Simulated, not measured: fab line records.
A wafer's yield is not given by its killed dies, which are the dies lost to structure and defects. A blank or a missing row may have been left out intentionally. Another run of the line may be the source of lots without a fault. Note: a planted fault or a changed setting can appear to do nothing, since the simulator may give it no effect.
A lot that was struck, set against a sound lot    flow rit cmos    17 steps out of a route of 202
Sound: wafers L129.2, L129.5, L129.6. Struck: wafer L143.3 (left out: L143.1, L143.2 of the same lot, which were not struck); the cause appears at the end.
For every step that has rows: the tool of each side, followed by ch and its chambers, followed by its first start. Under that, the readings that differ: sound wafers    struck wafers    difference of the means    sigmas: that difference in standard deviations of wafers without a fault.
alike: a reading whose means differ by less than 2 such deviations, as well as words and numbers matching on both sides. not compared: withheld readings; readings where some wafer has no value; bounds like >300 that might hide an equal value; numbers whose values overlap and for which the record gives no deviation.
A row with sigmas, a row that says differs or no value, or rows on one side alone: a step with any of these is where the two part. Numbers that don't overlap but have no deviation are shown without sigmas and don't part them. A reading that every wafer of one side lacks parts them only if that side has two wafers or more.

first, 1 step without rows for these wafers: RIT_PSD_IMPLANT_08.
RIT_PSD_STRIP_09: strips in O2, time 180 s.
  sound on plasma asher-03 ch 0,1, day 4 07:08; struck on plasma asher-04 ch 1, day 7 04:59
  alike: drypump motor current A
  not compared: rf hours counter h
RIT_PSD_TW_MEAS_10:
  sound: film metro-02 at day 4 07:19; struck: film metro-04 at day 7 05:09
  alike: PSD_TW
then, 3 steps without rows for these wafers: RIT_SDANNEAL_CLEAN_00 (cleans in SC1, time 600 s); RIT_SDANNEAL_CLEAN_01 (cleans in dHF, time 30 s); RIT_SDANNEAL_CLEAN_02 (cleans in SC2, time 600 s).
RIT_SDANNEAL_RTA_03: time 5 s.
  sound on rtp anneal-02 ch 0, day 4 07:44; struck on rtp anneal-02 ch 0, day 7 05:37
  alike: ramp up c per s, wafer_temp_C_max
RIT_SDANNEAL_RS_MEAS_04: measures by four-point-probe.
  sound: film metro-03 at day 4 07:49; struck: film metro-04 at day 7 05:40
  alike: PSD_RS
RIT_SDANNEAL_RS_MEAS_05: measures by four-point-probe.
  sound: film metro-03 at day 4 07:56; struck: film metro-04 at day 7 05:47
reading          sound           struck  difference  sigmas
NSD_RS (ohm/sq)  85.2 84.9 84.9  84.3    -0.7        -2
RIT_SDANNEAL_RS_MEAS_06: measures by four-point-probe.
  sound: film metro-03 at day 4 08:03; struck: film metro-04 at day 7 05:55
  alike: PLDD_RS
RIT_SDANNEAL_RS_MEAS_07: measures by four-point-probe.
  sound: film metro-03 at day 4 08:10; struck: film metro-04 at day 7 06:02
  alike: NLDD_RS
then, 1 step without rows for these wafers: RIT_SILICIDE_WET_ETCH_00 (etches SiO2 in BOE, target depth 14 nm, time 15 s).
RIT_SILICIDE_SPUTTER_01: material Ti, target thk 30 nm, time 240 s.
  sound: pvd sputter-03 at day 4 08:17; struck: pvd sputter-03 at day 7 06:10
reading                                      sound             struck  difference  sigmas
model.Ti_of_SILICIDE_SPUTTER_01.thk nm (nm)  29.87 29.51 29.6  26.58   -3.08       
  alike: throttle valve pct
RIT_SILICIDE_RS_MEAS_02: measures by four-point-probe.
  sound: film metro-03 at day 4 08:36; struck: film metro-03 at day 7 06:19
reading                  sound           struck  difference  sigmas
SILICIDE_TI_RS (ohm/sq)  48.2 48.8 48.7  55.6    +7.0        +17
RIT_SILICIDE_THK_MEAS_03: measures by xrf.
  sound: film metro-03 at day 4 08:43; struck: film metro-03 at day 7 06:26
reading               sound              struck  difference  sigmas
SILICIDE_TI_THK (nm)  29.53 29.01 29.24  26.26   -3.00       -10
RIT_SILICIDE_RTA_04: time 10 s, ramp up 5 s, ramp down 5 s.
  sound on rtp anneal-01 ch 0, day 4 08:46; struck on rtp anneal-01 ch 0, day 7 06:29
  alike: wafer_temp_C_max
RIT_M1_PROBE_99:
  sound: prober-02 at day 4 15:34; struck: prober-02 at day 7 13:35
reading                               sound              struck  difference  sigmas
model.etest.npoly line.line ohm um    169.8 176.2 168.5  183.4   +11.9       
model.etest.ppoly line.line ohm um    161.5 167.9 162.6  178.8   +14.8       
model.etest.contact nplus.end ohm um  42.27 42.39 41.43  37.07   -4.96       
model.etest.contact pplus.end ohm um  44.56 44.99 45.13  40.45   -4.44       
model.etest.npoly line.rs ohm sq      16.86 17.11 17.02  18.61   +1.61       
model.etest.ppoly line.rs ohm sq      16.6 16.71 16.82   17.94   +1.23       
model.etest.npoly sal.rs ohm sq       4.388 4.392 4.435  4.899   +0.494      
model.etest.ppoly sal.rs ohm sq       4.329 4.381 4.382  4.804   +0.440      
  alike: killed at contacts, killed at front end, killed dies, killed open, killed short

WHERE THEY PART
Last at RIT_SILICIDE_THK_MEAS_03 as far as this record goes, first at RIT_SDANNEAL_RS_MEAS_05. Later steps at which nothing parts them and some readings are alike: RIT_SILICIDE_RTA_04, RIT_M1_PROBE_99.

WHY: what had been put in by the simulator
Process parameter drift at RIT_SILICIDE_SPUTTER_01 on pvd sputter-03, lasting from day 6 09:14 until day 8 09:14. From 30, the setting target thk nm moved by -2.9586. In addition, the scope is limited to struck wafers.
